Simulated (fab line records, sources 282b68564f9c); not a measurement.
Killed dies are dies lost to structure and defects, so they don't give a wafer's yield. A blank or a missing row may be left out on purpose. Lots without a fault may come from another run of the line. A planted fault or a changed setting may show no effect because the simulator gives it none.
Which tool did it? | flow rit_cmos | 7 lots, 21 wafers sampled, at 2 steps of a route of 202

WHAT THE GAUGES READ, wafer by wafer
RIT_FOX2_THK_MEAS_90.
lot  | measured    | on            | FIELD_OXIDE_LEFT_1_THK (nm)
L624 | day 2 05:23 | film_metro-02 | 318 322 318
L630 | day 3 21:26 | film_metro-01 | 326 323 322
L632 | day 4 00:23 | film_metro-01 | 314 313 316
L640 | day 5 14:38 | film_metro-04 | 318 313 315
L642 | day 5 23:37 | film_metro-02 | 319 319 315
L645 | day 6 15:23 | film_metro-04 | 317 316 318

WHICH TOOL RAN EACH LOT (tool, then ch and the chambers of the sampled wafers, then the start)
lot  | RIT_ACTIVE_OXIDATION_01
L624 | furnace-04 ch 0, day 1 20:07
L630 | furnace-03 ch 0, day 3 02:07
L632 | furnace-03 ch 0, day 3 12:15
L634 | furnace-04, day 3 22:07
L640 | furnace-02 ch 0, day 5 04:07
L642 | furnace-02 ch 0, day 5 14:07
L645 | furnace-02 ch 0, day 6 05:07
- RIT_ACTIVE_OXIDATION_01: target thk 46.8 nm, ox time 3360 s.

THE ANSWER, worked out from the rows above alone
Rule: what is usual is taken from the lots themselves. Put in order of their means at a reading, lots are off if they are a third of the lots or fewer, leave a main group of 4 or more, and stand apart from it by a gap of 3 or more times the standard deviation of the main group's means; of several such gaps the widest counts. A main group whose means are all the same, to the digits that the tables above print for the reading, isn't used. A lot without any number at a reading at which 4 lots or more have one is off too. The other lots that the step has rows for count as sound.
No lot is off at any reading shown: from this, nothing can be told.

WHAT THE SIMULATOR HAD PUT IN
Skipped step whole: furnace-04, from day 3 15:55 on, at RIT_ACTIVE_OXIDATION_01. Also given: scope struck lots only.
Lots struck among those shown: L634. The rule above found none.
